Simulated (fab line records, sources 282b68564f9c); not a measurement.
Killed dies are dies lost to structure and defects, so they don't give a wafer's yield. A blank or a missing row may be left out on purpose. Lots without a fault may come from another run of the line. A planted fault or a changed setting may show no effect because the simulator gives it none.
fab line records | flow rit_cmos
record lots=7 wafers=21 last_day=5
route steps=202 shown ACTIVE@8 FOX1@20 FOX2@23 NWELL@28 PWELL@39 M1@202
lots that met no fault: from a run of the same line without faults
start_h: hours from the record's first day to the start of the lot's first wafer shown | wait_h: hours since the lot's step before | " the same as in the row above | L1.1+2: a row that stands for several wafers | - no value, or no start given | * or withheld: withheld | < > ~ a bound
route shown NAME@n: a module of which the file shows steps, and the number in the route of the first | usual: mean/standard deviation of fault-free wafers | same: alike in all rows | chamber/n: place in a boat | sites: the reading at each site | _std_site: their standard deviation | _edge_site: outer sites' mean less inner sites' | radius_mm: how far each site lies from the wafer's centre | mask NAME#n: copy n | behind: the tool/chamber that last shaped the wafer | hold: why the lot was held/for how many hours/how that ended | device: the transistor (n, p or np) that didn't switch | end of line: the same wafers' tests at the end of the route | a step without rows: its recipe alone | killed: dies lost to structure and defects at the first sort, not the wafer's yield | map: a wafer's dies, x killed, . not, _ none there
set.NAME: the setting as run; set.NAME@STEP: as run at that earlier step | model.NAME: the simulator's own value behind a step, which no gauge read
lots at some steps of the route; a table a step, a row a wafer
services: from which hour (start_h, from the record's first day; less than 0 if before it) a tool's chamber was out of use, for how many hours, and why
## steps
# step RIT_ACTIVE_SOFTBAKE_07
# recipe resist=NOVOLAK temp_c=90 time_s=60
# step RIT_ACTIVE_EXPOSE_08
# recipe mask_id=M1 na=0.6 source_shape=conventional sigma_outer=0.6 target_cd_nm=1400 dose_mj=225
# step RIT_ACTIVE_PEB_09
# recipe resist=NOVOLAK temp_c=withheld time_s=withheld
# step RIT_ACTIVE_DEVELOP_10
# recipe resist=NOVOLAK develop_time_s=50 dev_temp_c=23
# step RIT_ACTIVE_CD_MEAS_11
# recipe target_cd_nm=1400
# usual cd_nm=1401.2/2.2
# columns lot.wafer tool chamber start_h wait_h cd_nm
L574.3 cd_sem-02 - 24.48 - 1401.6
L574.4 " - " " 1401.2
L574.6 " - " " 1401.4
L575.1 cd_sem-02 - 29.56 - 1402.0
L575.3 " - " " 1403.6
L575.4 " - " " 1404.0
L578.1 cd_sem-01 - 44.56 - 1401.7
L578.3 " - " " 1402.2
L578.5 " - " " 1400.6
L582.2 cd_sem-02 - 65.30 - 1399.6
L582.4 " - " " 1401.7
L582.6 " - " " 1401.2
L583.1 cd_sem-02 - 69.56 - 1401.3
L583.3 " - " " 1401.7
L583.6 " - " " 1401.8
L584.1 cd_sem-02 - 74.44 - 1399.8
L584.5 " - " " 1400.3
L584.6 " - " " 1398.9
L585.1 cd_sem-02 - 79.56 - 1403.6
L585.5 " - " " 1404.1
L585.6 " - " " 1402.8
# step RIT_ACTIVE_HARDBAKE_12
# recipe resist=NOVOLAK temp_c=140 time_s=60
# step RIT_ACTIVE_ETCH_13
# recipe stop_on=SiO2 chemistry=SF6 target=Si3N4 time_s=210 over_etch_frac=0.4 SF6_flow_sccm=200 pressure_mtorr=260 rf_w=125 target_depth_a=2100
# usual chamber_pressure_mTorr=259.99/0.25 drypump_motor_current_A=5.3/0.47 oes_product_au=0.826/0.016 rf_fwd_power_W=124.6/0.39 throttle_valve_pct=7.50/0.11
# columns lot.wafer tool chamber start_h wait_h chamber_pressure_mTorr drypump_motor_current_A oes_product_au rf_fwd_power_W rf_hours_counter_h throttle_valve_pct
L574.3 rie_diel-04 1 24.71 0.1 260.00 5.0 0.824 124.0 37 7.45
L574.4 " 2 " " 259.85 5.0 0.817 123.8 2 7.49
L574.6 " 0 " " 260.10 6.2 0.859 124.6 - 7.43
L575.1 rie_diel-01 0 29.83 0.1 260.05 4.9 0.802 124.4 31 7.58
L575.3 " 2 " " 260.13 5.7 0.844 124.5 173 7.55
L575.4 " 1 " " 260.18 4.7 0.830 124.4 14 7.47
L578.1 rie_diel-04 0 44.83 0.1 260.22 6.3 0.847 124.4 5 7.44
L578.3 " 1 " " 259.84 5.0 0.820 124.4 38 7.44
L578.5 " 1 " " 259.89 5.0 0.820 124.3 - 7.46
L582.2 rie_diel-01 3 65.55 0.1 259.99 4.9 0.843 124.8 146 7.35
L582.4 " 1 " " 260.29 4.7 0.824 124.4 15 7.46
L582.6 " 1 " " 260.19 4.7 0.822 124.6 - 7.46
L583.1 rie_diel-01 1 69.83 0.1 259.89 4.7 0.822 124.6 15 7.47
L583.3 " 3 " " 260.18 5.0 0.826 124.4 146 7.36
L583.6 " 3 " " 259.76 5.0 0.825 125.1 - 7.33
L584.1 rie_diel-02 1 74.71 0.1 259.93 5.5 0.820 124.4 153 7.50
L584.5 " 3 " " 259.80 4.9 0.854 124.5 - 7.76
L584.6 " 2 " " 259.89 5.3 0.815 125.5 - 7.39
L585.1 rie_diel-02 3 79.83 0.1 260.02 4.9 0.846 124.9 79 7.76
L585.5 " 3 " " 259.95 4.9 0.847 124.8 - 7.75
L585.6 " 0 " " 259.95 6.1 0.794 125.4 - 7.48
# step RIT_ACTIVE_STRIP_14
# recipe chemistry=O2 time_s=180 resist=NOVOLAK platen_temp_c=withheld power_w=500 pressure_mtorr=4000 o2_flow_sccm=4000
# usual chamber_pressure_mTorr=4000/4.2 drypump_motor_current_A=5.5/0.59
# columns lot.wafer tool chamber start_h wait_h chamber_pressure_mTorr drypump_motor_current_A rf_hours_counter_h
L574.3 plasma_asher-04 1 24.90 0.1 4000 4.7 -
L574.4 " 0 " " 4002 6.3 -
L574.6 " 0 " " 3998 6.2 -
L575.1 plasma_asher-04 0 29.97 0.1 4006 6.2 40
L575.3 " 0 " " 4003 6.2 -
L575.4 " 1 " " 4006 4.7 -
L578.1 plasma_asher-04 1 44.97 0.1 3999 4.7 42
L578.3 " 0 " " 4000 6.2 -
L578.5 " 1 " " 3998 4.7 -
L582.2 plasma_asher-04 0 65.68 0.1 4002 6.2 44
L582.4 " 1 " " 4013 4.7 -
L582.6 " 1 " " 4001 4.7 -
L583.1 plasma_asher-04 0 69.97 0.1 4001 6.2 44
L583.3 " 1 " " 4007 4.7 -
L583.6 " 0 " " 4000 6.2 -
L584.1 plasma_asher-04 1 74.84 0.1 4003 4.7 45
L584.5 " 1 " " 4005 4.7 -
L584.6 " 0 " " 3998 6.2 -
L585.1 plasma_asher-01 0 79.97 0.1 4005 5.4 46
L585.5 " 1 " " 4009 5.1 -
L585.6 " 0 " " 3996 5.4 -
# step RIT_ACTIVE_CD_MEAS_90
# recipe target_cd_nm=1400
# usual cd_nm=1401.2/2.2
# columns lot.wafer tool chamber start_h wait_h cd_nm
L574.3 cd_sem-02 - 25.13 0.2 1401.7
L574.4 " - " " 1401.8
L574.6 " - " " 1401.3
L575.1 cd_sem-01 - 30.14 0.1 1402.0
L575.3 " - " " 1403.4
L575.4 " - " " 1403.9
L578.1 cd_sem-01 - 45.14 0.1 1401.9
L578.3 " - " " 1401.8
L578.5 " - " " 1400.7
L582.2 cd_sem-02 - 65.88 0.1 1399.4
L582.4 " - " " 1401.4
L582.6 " - " " 1401.1
L583.1 cd_sem-01 - 70.14 0.1 1401.9
L583.3 " - " " 1401.0
L583.6 " - " " 1401.5
L584.1 cd_sem-01 - 75.02 0.1 1399.6
L584.5 " - " " 1399.8
L584.6 " - " " 1398.9
L585.1 cd_sem-01 - 80.14 0.1 1403.6
L585.5 " - " " 1403.6
L585.6 " - " " 1402.6
# step RIT_ACTIVE_CLEAN_15
# recipe chemistry=SC1 mix=3:3:50 time_s=600 temp_c=75
# step RIT_ACTIVE_CLEAN_16
# recipe chemistry=dHF dilution=50:1 time_s=30
# step RIT_ACTIVE_CLEAN_17
# recipe chemistry=SC2 mix=3:3:50 time_s=600 temp_c=75 dry=n2_spin
# step RIT_FOX1_OXIDATION_00
# recipe temp_c=1100 ambient=H2O target_thk_a=3507 p_h2o_torr=720 ox_time_s=1130
# usual spike_tc_source_C=1125.3/1.3 zone_power_centre_pct=50.6/1.3
# columns lot.wafer tool chamber start_h wait_h spike_tc_source_C zone_power_centre_pct
L574.3 furnace-03 0 27.05 1.5 1125.1 51.4
L574.4 " 0 " " 1125.4 50.5
L574.6 " 0 " " 1123.4 50.8
L575.1 furnace-03 0 30.93 0.3 1123.7 51.1
L575.3 " 0 " " 1125.8 50.4
L575.4 " 0 " " 1126.0 51.8
L578.1 furnace-03 0 46.19 0.6 1124.5 50.5
L578.3 " 0 " " 1125.3 50.4
L578.5 " 0 " " 1125.0 50.9
L582.2 furnace-04 0 67.59 1.2 1124.9 50.1
L582.4 " 0 " " 1126.0 49.8
L582.6 " 0 " " 1126.6 48.9
L583.1 furnace-04 0 70.63 0.0 1125.2 50.0
L583.3 " 0 " " 1125.2 49.7
L583.6 " 0 " " 1127.4 49.6
L584.1 furnace-04 0 75.51 0.0 1126.4 50.0
L584.5 " 0 " " 1126.7 49.7
L584.6 " 0 " " 1127.0 49.6
L585.1 furnace-04 0 80.86 0.2 1125.2 50.1
L585.5 " 0 " " 1127.9 49.2
L585.6 " 0 " " 1126.7 49.9
# step RIT_FOX1_THK_MEAS_01
# recipe reads=SiO2_of_FOX1_OXIDATION_00
# usual FOX1_OXIDE_THK=349/6.7
# columns lot.wafer tool chamber start_h wait_h FOX1_OXIDE_THK[nm]
L574.3 film_metro-03 - 28.39 0.0 343
L574.4 " - " " 339
L574.6 " - " " 337
L575.1 film_metro-02 - 32.25 0.0 358
L575.3 " - " " 355
L575.4 " - " " 361
L578.1 film_metro-03 - 47.50 0.0 364
L578.3 " - " " 366
L578.5 " - " " 361
L582.2 film_metro-01 - 68.92 0.0 350
L582.4 " - " " 340
L582.6 " - " " 341
L583.1 film_metro-02 - 71.95 0.0 344
L583.3 " - " " 348
L583.6 " - " " 348
L584.1 film_metro-02 - 76.82 0.0 344
L584.5 " - " " 346
L584.6 " - " " 345
L585.1 film_metro-01 - 82.18 0.0 341
L585.5 " - " " 339
L585.6 " - " " 343
# step RIT_FOX1_WET_ETCH_02
# recipe chemistry=BOE target_depth_nm=350 time_s=390 temp_c=21.5 dry=n2_spin dilution=10:1 target=SiO2
# step RIT_FOX2_OXIDATION_00
# recipe temp_c=1100 ambient=H2O target_thk_a=3507 p_h2o_torr=720 ox_time_s=1130
# step RIT_FOX2_THK_MEAS_01
# recipe reads=SiO2_of_FOX2_OXIDATION_00
# usual FOX2_OXIDE_THK=351/6.2
# columns lot.wafer tool chamber start_h wait_h FOX2_OXIDE_THK[nm]
L574.3 film_metro-02 - 29.88 0.0 341
L574.4 " - " " 337
L574.6 " - " " 344
L575.1 film_metro-02 - 33.81 0.0 349
L575.3 " - " " 351
L575.4 " - " " 351
L578.1 film_metro-02 - 49.85 0.0 353
L578.3 " - " " 351
L578.5 " - " " 353
L582.2 film_metro-02 - 70.41 0.0 345
L582.4 " - " " 344
L582.6 " - " " 339
L583.1 film_metro-02 - 73.44 0.0 362
L583.3 " - " " 355
L583.6 " - " " 358
L584.1 film_metro-02 - 78.31 0.0 363
L584.5 " - " " 355
L584.6 " - " " 359
L585.1 film_metro-04 - 83.67 0.0 352
L585.5 " - " " 357
L585.6 " - " " 357
# step RIT_FOX2_CLEAN_02
# recipe chemistry=dHF dilution=50:1 time_s=180
# step RIT_FOX2_WET_ETCH_03
# recipe chemistry=H3PO4 target=Si3N4 target_depth_nm=195 temp_c=165 time_s=2700
# step RIT_FOX2_THK_MEAS_90
# recipe reads=SiO2_of_FOX2_OXIDATION_00
# usual FIELD_OXIDE_LEFT_1_THK=323/6.3
# columns lot.wafer tool chamber start_h wait_h FIELD_OXIDE_LEFT_1_THK[nm]
L574.3 film_metro-02 - 30.75 0.0 314
L574.4 " - " " 309
L574.6 " - " " 316
L575.1 film_metro-02 - 34.69 0.0 321
L575.3 " - " " 324
L575.4 " - " " 323
L578.1 film_metro-01 - 50.73 0.0 326
L578.3 " - " " 324
L578.5 " - " " 326
L582.2 film_metro-04 - 71.36 0.0 318
L582.4 " - " " 316
L582.6 " - " " 312
L583.1 film_metro-02 - 74.38 0.0 334
L583.3 " - " " 328
L583.6 " - " " 330
L584.1 film_metro-02 - 79.19 0.0 335
L584.5 " - " " 328
L584.6 " - " " 332
L585.1 film_metro-02 - 84.54 0.0 325
L585.5 " - " " 330
L585.6 " - " " 329
# step RIT_NWELL_HMDS_00
# recipe prime_time_s=60 prime_temp_c=140
# step RIT_NWELL_COAT_01
# recipe resist=NOVOLAK spin_rpm=2000 resist_thk_nm=1300
# step RIT_NWELL_SOFTBAKE_02
# recipe resist=NOVOLAK temp_c=90 time_s=60
# step RIT_NWELL_EXPOSE_03
# recipe mask_id=M2 na=0.57 target_cd_nm=43900 dose_mj=250
# step RIT_NWELL_PEB_04
# recipe resist=NOVOLAK temp_c=withheld time_s=withheld
# step RIT_NWELL_DEVELOP_05
# recipe resist=NOVOLAK develop_time_s=68 dev_temp_c=23
# step RIT_NWELL_OVL_MEAS_06
# usual NWELL_OVL=-0.5/1.5
# columns lot.wafer tool chamber start_h wait_h NWELL_OVL[nm]
L574.3 overlay-02 - 31.81 - -4.2
L574.4 " - " " -3.1
L574.6 " - " " -3.4
L575.1 overlay-01 - 35.63 - -2.6
L575.3 " - " " -2.3
L575.4 " - " " -1.4
L578.1 overlay-02 - 51.67 - -0.5
L578.3 " - " " 0.4
L578.5 " - " " 0.4
L582.2 overlay-01 - 72.29 - -1.8
L582.4 " - " " -2.1
L582.6 " - " " 0.2
L583.1 overlay-02 - 75.32 - -1.3
L583.3 " - " " -1.1
L583.6 " - " " -1.3
L584.1 overlay-02 - 80.26 - 0.6
L584.5 " - " " -0.1
L584.6 " - " " 1.0
L585.1 overlay-01 - 85.48 - -1.1
L585.5 " - " " 0.2
L585.6 " - " " 0.1
# step RIT_NWELL_HARDBAKE_07
# recipe resist=NOVOLAK temp_c=140 time_s=120
# step RIT_NWELL_IMPLANT_08
# recipe species=P energy_kev=170 dose_cm2=5e+13 tilt_deg=7
# step RIT_NWELL_STRIP_09
# recipe chemistry=O2 time_s=180 resist=NOVOLAK platen_temp_c=withheld power_w=500 pressure_mtorr=4000 o2_flow_sccm=4000
# usual chamber_pressure_mTorr=4000/3.4 drypump_motor_current_A=5.5/0.59
# columns lot.wafer tool chamber start_h wait_h chamber_pressure_mTorr drypump_motor_current_A rf_hours_counter_h
L574.3 plasma_asher-03 0 32.29 0.1 4001 5.5 -
L574.4 " 1 " " 3999 6.6 -
L574.6 " 1 " " 3997 6.6 -
L575.1 plasma_asher-03 0 36.07 0.1 4002 5.5 40
L575.3 " 0 " " 3997 5.5 -
L575.4 " 1 " " 3997 6.6 -
L578.1 plasma_asher-01 1 52.10 0.1 3998 5.1 43
L578.3 " 1 " " 4004 5.1 -
L578.5 " 1 " " 3994 5.1 -
L582.2 plasma_asher-01 0 72.72 0.1 3993 5.4 45
L582.4 " 1 " " 4002 5.1 -
L582.6 " 1 " " 3994 5.1 -
L583.1 plasma_asher-01 0 75.76 0.1 3998 5.4 45
L583.3 " 1 " " 3997 5.1 -
L583.6 " 1 " " 4003 5.0 -
L584.1 plasma_asher-03 1 80.70 0.1 3998 6.6 44
L584.5 " 0 " " 4002 5.6 -
L584.6 " 1 " " 4000 6.6 -
L585.1 plasma_asher-01 1 85.92 0.1 4004 5.1 47
L585.5 " 0 " " 4002 5.4 -
L585.6 " 1 " " 3999 5.1 -
# step RIT_NWELL_TW_MEAS_10
# usual NWELL_TW=2119/16
# columns lot.wafer tool chamber start_h wait_h NWELL_TW
L574.3 film_metro-03 - 32.43 0.1 2096
L574.4 " - " " 2083
L574.6 " - " " 2106
L575.1 film_metro-03 - 36.24 0.1 2100
L575.3 " - " " 2105
L575.4 " - " " 2102
L578.1 film_metro-04 - 52.28 0.1 2130
L578.3 " - " " 2147
L578.5 " - " " 2129
L582.2 film_metro-04 - 72.91 0.1 2153
L582.4 " - " " 2146
L582.6 " - " " 2141
L583.1 film_metro-04 - 75.93 0.1 2127
L583.3 " - " " 2138
L583.6 " - " " 2135
L584.1 film_metro-02 - 80.87 0.1 2121
L584.5 " - " " 2112
L584.6 " - " " 2116
L585.1 film_metro-04 - 86.09 0.1 2136
L585.5 " - " " 2150
L585.6 " - " " 2129
# step RIT_PWELL_HMDS_00
# recipe prime_time_s=60 prime_temp_c=140
# step RIT_PWELL_COAT_01
# recipe resist=NOVOLAK spin_rpm=2000 resist_thk_nm=1300
# step RIT_PWELL_SOFTBAKE_02
# recipe resist=NOVOLAK temp_c=90 time_s=60
# step RIT_PWELL_EXPOSE_03
# recipe mask_id=M3 na=0.57 target_cd_nm=43700 dose_mj=250
# step RIT_PWELL_PEB_04
# recipe resist=NOVOLAK temp_c=withheld time_s=withheld
# step RIT_PWELL_DEVELOP_05
# recipe resist=NOVOLAK develop_time_s=68 dev_temp_c=23
# step RIT_PWELL_OVL_MEAS_06
# usual PWELL_OVL=-1.1/1.2
# columns lot.wafer tool chamber start_h wait_h PWELL_OVL[nm]
L574.3 overlay-02 - 33.54 - -2.3
L574.4 " - " " -1.7
L574.6 " - " " -0.9
L575.1 overlay-02 - 37.31 - -1.8
L575.3 " - " " -0.1
L575.4 " - " " -1.8
L578.1 overlay-02 - 53.37 - 0.6
L578.3 " - " " -0.6
L578.5 " - " " 0.9
L582.2 overlay-02 - 73.84 - 0.4
L582.4 " - " " -1.1
L582.6 " - " " 0.4
L583.1 overlay-01 - 77.00 - -1.5
L583.3 " - " " -0.8
L583.6 " - " " -2.1
L584.1 overlay-01 - 82.09 - -1.7
L584.5 " - " " -2.4
L584.6 " - " " -1.5
L585.1 overlay-02 - 87.16 - -3.7
L585.5 " - " " -1.8
L585.6 " - " " 0.1
# step RIT_PWELL_HARDBAKE_07
# recipe resist=NOVOLAK temp_c=140 time_s=120
# step RIT_PWELL_IMPLANT_08
# recipe species=B energy_kev=170 dose_cm2=7e+13 tilt_deg=7
# step RIT_PWELL_STRIP_09
# recipe chemistry=O2 time_s=180 resist=NOVOLAK platen_temp_c=withheld power_w=500 pressure_mtorr=4000 o2_flow_sccm=4000
# usual chamber_pressure_mTorr=4000/3.6 drypump_motor_current_A=5.7/0.53
# columns lot.wafer tool chamber start_h wait_h chamber_pressure_mTorr drypump_motor_current_A rf_hours_counter_h
L574.3 plasma_asher-03 0 34.02 0.1 4005 5.5 -
L574.4 " 1 " " 4006 6.6 -
L574.6 " 0 " " 3998 5.5 -
L575.1 plasma_asher-04 1 37.74 0.1 4001 4.7 41
L575.3 " 0 " " 3999 6.2 -
L575.4 " 1 " " 3995 4.7 -
L578.1 plasma_asher-02 1 53.80 0.1 4000 5.5 22
L578.3 " 0 " " 3995 5.9 -
L578.5 " 0 " " 3996 5.9 -
L582.2 plasma_asher-02 0 74.27 0.1 4000 5.9 24
L582.4 " 1 " " 4001 5.5 -
L582.6 " 0 " " 3998 5.8 -
L583.1 plasma_asher-02 0 77.43 0.1 3998 5.9 25
L583.3 " 0 " " 4001 5.9 -
L583.6 " 0 " " 4002 5.8 -
L584.1 plasma_asher-02 1 82.52 0.1 4003 5.5 25
L584.5 " 1 " " 3999 5.5 -
L584.6 " 0 " " 4006 5.9 -
L585.1 plasma_asher-03 1 87.60 0.1 4001 6.5 45
L585.5 " 0 " " 4001 5.6 -
L585.6 " 1 " " 3999 6.6 -
# step RIT_PWELL_TW_MEAS_10
# usual PWELL_TW=941/6.7
# columns lot.wafer tool chamber start_h wait_h PWELL_TW
L574.3 film_metro-04 - 34.15 0.1 949
L574.4 " - " " 944
L574.6 " - " " 945
L575.1 film_metro-04 - 37.92 0.1 946
L575.3 " - " " 953
L575.4 " - " " 943
L578.1 film_metro-02 - 53.98 0.1 934
L578.3 " - " " 933
L578.5 " - " " 930
L582.2 film_metro-04 - 74.46 0.1 952
L582.4 " - " " 955
L582.6 " - " " 953
L583.1 film_metro-03 - 77.61 0.1 940
L583.3 " - " " 938
L583.6 " - " " 943
L584.1 film_metro-02 - 82.70 0.1 942
L584.5 " - " " 934
L584.6 " - " " 942
L585.1 film_metro-02 - 87.77 0.1 938
L585.5 " - " " 941
L585.6 " - " " 939
# step RIT_M1_PROBE_99
# usual killed_at_contacts=0.1/0.27 killed_at_front_end=6.1/2.9 killed_dies=6.2/2.9 killed_on_rim=1.5/1.3 killed_open=3.2/1.9 killed_short=3/1.9
# same gross_dies=264 killed_at_M0_to_M3=0 killed_at_M4_up=0 killed_at_back_side=0 killed_at_other=0
# columns lot.wafer tool chamber start_h wait_h killed_at_contacts killed_at_front_end killed_dies killed_on_rim killed_open killed_short model.etest.diode_nwell_sub.leak_log10_a_cm2 model.etest.pmos_0p15.gate_bv_v model.etest.nmos_0p15.gate_bv_v model.etest.nmos_0p3.bv_v model.etest.nmos_0p15.bv_v
L574.3 prober-02 - 68.47 0.2 1 9 10 2 3 7 -7.449 4.645 4.756 5.482 5.482
L574.4 prober-02 - 68.52 0.2 0 9 9 2 6 3 -7.545 4.679 4.813 5.53 5.53
L574.6 prober-02 - 68.62 0.2 0 9 9 3 3 6 -7.349 4.715 4.808 5.511 5.511
L575.1 prober-01 - 75.06 0.1 0 5 5 2 3 2 -7.655 4.789 4.894 5.556 5.556
L575.3 prober-01 - 75.16 0.2 1 12 13 2 8 5 -7.429 4.688 4.769 5.493 5.493
L575.4 prober-01 - 75.21 0.2 0 4 4 1 3 1 -7.252 4.685 4.8 5.53 5.53
L578.1 prober-01 - 88.67 0.1 0 3 3 0 2 1 -7.479 4.683 4.801 5.457 5.457
L578.3 prober-01 - 88.77 0.2 0 6 6 2 4 2 -7.622 4.612 4.708 5.419 5.419
L578.5 prober-01 - 88.87 0.2 0 8 8 2 6 2 -7.447 4.652 4.74 5.449 5.449
L582.2 prober-02 - 108.72 0.1 0 8 8 1 4 4 -7.687 4.675 4.75 5.486 5.486
L582.4 prober-02 - 108.82 0.2 0 5 5 2 3 2 -7.658 4.671 4.799 5.522 5.522
L582.6 prober-02 - 108.92 0.2 0 15 15 4 9 6 -7.499 4.682 4.825 5.557 5.557
L583.1 prober-01 - 111.76 0.1 0 5 5 1 2 3 -6.907 4.6 4.678 5.411 5.411
L583.3 prober-01 - 111.86 0.2 1 2 3 1 1 2 -7.095 4.544 4.631 5.394 5.394
L583.6 prober-01 - 112.01 0.2 0 3 3 2 2 1 -6.831 4.59 4.699 5.411 5.411
L584.1 prober-02 - 116.70 0.1 0 5 5 2 4 1 -6.936 4.604 4.728 5.467 5.467
L584.5 prober-02 - 116.90 0.2 0 11 11 4 7 4 -7.025 4.622 4.71 5.446 5.446
L584.6 prober-02 - 116.95 0.2 1 9 10 4 4 6 -6.637 4.637 4.713 5.445 5.445
L585.1 prober-01 - 122.61 0.1 0 2 2 1 1 1 -6.759 4.628 4.731 5.452 5.452
L585.5 prober-01 - 122.81 0.2 0 7 7 1 5 2 -6.943 4.686 4.796 5.453 5.453
L585.6 prober-01 - 122.86 0.2 0 4 4 0 1 3 -6.813 4.692 4.78 5.434 5.434
# killed by level:class
L574.3 GATE:geometric_particle:short=3 REOX:geometric_particle:short=3 GATE:geometric_particle:open=2 CONTACT:geometric_particle:short=1 SPACER:geometric_particle:open=1
L574.4 GATE:geometric_particle:open=3 SPACER:geometric_particle:open=3 SPACER:geometric_particle:short=2 FOX1:geometric_particle:short=1
L574.6 GATE:geometric_particle:short=4 FOX1:geometric_particle:open=2 FOX1:geometric_particle:short=1 GATE:geometric_particle:open=1 REOX:geometric_particle:short=1
L575.1 GATE:geometric_particle:open=2 FOX2:geometric_particle:open=1 GATE:geometric_particle:short=1 REOX:geometric_particle:short=1
L575.3 FOX1:geometric_particle:open=2 GATE:geometric_particle:short=2 GATE:geometric_particle:open=2 REOX:geometric_particle:short=2 REOX:geometric_particle:open=1 SPACER:geometric_particle:open=1 SILICIDE:geometric_particle:short=1 SILICIDE:geometric_particle:open=1
L575.4 GATE:geometric_particle:open=1 REOX:geometric_particle:open=1 REOX:geometric_particle:short=1 SILICIDE:geometric_particle:open=1
L578.1 GATE:geometric_particle:open=1 REOX:geometric_particle:short=1 SPACER:geometric_particle:open=1
L578.3 FOX1:geometric_particle:open=2 FOX2:geometric_particle:open=1 REOX:geometric_particle:short=1 SPACER:geometric_particle:open=1 SPACER:geometric_particle:short=1
L578.5 FOX2:geometric_particle:open=2 REOX:geometric_particle:open=2 FOX1:geometric_particle:open=1 GATE:geometric_particle:short=1 SPACER:geometric_particle:short=1 SILICIDE:geometric_particle:open=1
L582.2 GATE:geometric_particle:open=2 FOX1:geometric_particle:short=1 FOX2:geometric_particle:short=1 GATE:geometric_particle:short=1 SPACER:geometric_particle:short=1 SPACER:geometric_particle:open=1 SILICIDE:geometric_particle:open=1
L582.4 GATE:geometric_particle:open=1 REOX:geometric_particle:open=1 SPACER:geometric_particle:short=1 SILICIDE:geometric_particle:open=1 SILICIDE:geometric_particle:short=1
L582.6 FOX1:geometric_particle:open=3 FOX1:geometric_particle:short=2 GATE:geometric_particle:open=2 FOX2:geometric_particle:open=1 GATE:geometric_particle:short=1 REOX:geometric_particle:short=1 REOX:geometric_particle:open=1 SPACER:geometric_particle:open=1
L583.1 REOX:geometric_particle:short=2 FOX1:geometric_particle:open=1 GATE:geometric_particle:short=1 SILICIDE:geometric_particle:open=1
L583.3 GATE:geometric_particle:short=1 SPACER:geometric_particle:short=1 CONTACT:geometric_particle:open=1
L583.6 FOX1:geometric_particle:open=1 GATE:geometric_particle:open=1 SILICIDE:geometric_particle:short=1
L584.1 SILICIDE:geometric_particle:open=2 FOX1:geometric_particle:short=1 FOX2:geometric_particle:open=1 SPACER:geometric_particle:open=1
L584.5 FOX1:geometric_particle:open=2 GATE:geometric_particle:open=2 SILICIDE:geometric_particle:open=2 FOX1:geometric_particle:short=1 FOX2:geometric_particle:short=1 REOX:geometric_particle:short=1 REOX:geometric_particle:open=1 SILICIDE:geometric_particle:short=1
L584.6 GATE:geometric_particle:short=3 FOX2:geometric_particle:short=2 FOX1:geometric_particle:open=1 FOX2:geometric_particle:open=1 GATE:geometric_particle:open=1 SILICIDE:geometric_particle:open=1 CONTACT:geometric_particle:short=1
L585.1 GATE:geometric_particle:short=1 SPACER:geometric_particle:open=1
L585.5 GATE:geometric_particle:open=2 FOX1:geometric_particle:open=1 FOX2:geometric_particle:open=1 GATE:geometric_particle:short=1 REOX:geometric_particle:short=1 SPACER:geometric_particle:open=1
L585.6 GATE:geometric_particle:short=2 FOX2:geometric_particle:open=1 REOX:geometric_particle:short=1
## services
# columns tool chamber start_h hours kind
furnace-03 - 4.60 8.0 pm
furnace-03 - 12.45 6.4 repair
rie_diel-02 - 18.81 12.4 repair
furnace-04 - 26.33 3.3 pm
rie_diel-04 - 35.76 0.5 repair
rie_diel-01 2 37.40 - clean
rie_diel-01 2 37.40 17.1 scheduled_down
rie_diel-01 2 37.40 17.1 vent_cycle
rie_diel-01 - 50.60 2.8 pm
rie_diel-04 - 69.31 1.4 repair
rie_diel-04 - 73.54 14.6 pm
rie_diel-02 - 80.15 2.8 pm
furnace-03 - 83.67 4.0 pm
## key
first_sign none at tools or gauges
model_effect step=RIT_M1_PROBE_99 value=etest.diode_nwell_sub.leak_log10_a_cm2 without=-7.576 struck=-6.883
met_at RIT_FOX1_OXIDATION_00
struck_wafers L583.1,L583.3,L583.6,L584.1,L584.5,L584.6,L585.1,L585.5,L585.6
tester_left_out L583,L584,L585
onset_between 67.59 70.63
also_fits time
fault kind=metallic_contamination_source tool=furnace-04 chamber=- onset_h=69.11 steps=RIT_FOX1_OXIDATION_00 rate_cm2_per_visit=2e+12 species=metal_cu_cm2
# tester_left_out: of these lots the tester's yield and bins aren't shown, on N5 and GAA mostly nor the transistor test; their killed dies are dies lost to structure and defects alone, not to doping, threshold or leakage, so they don't give the yield
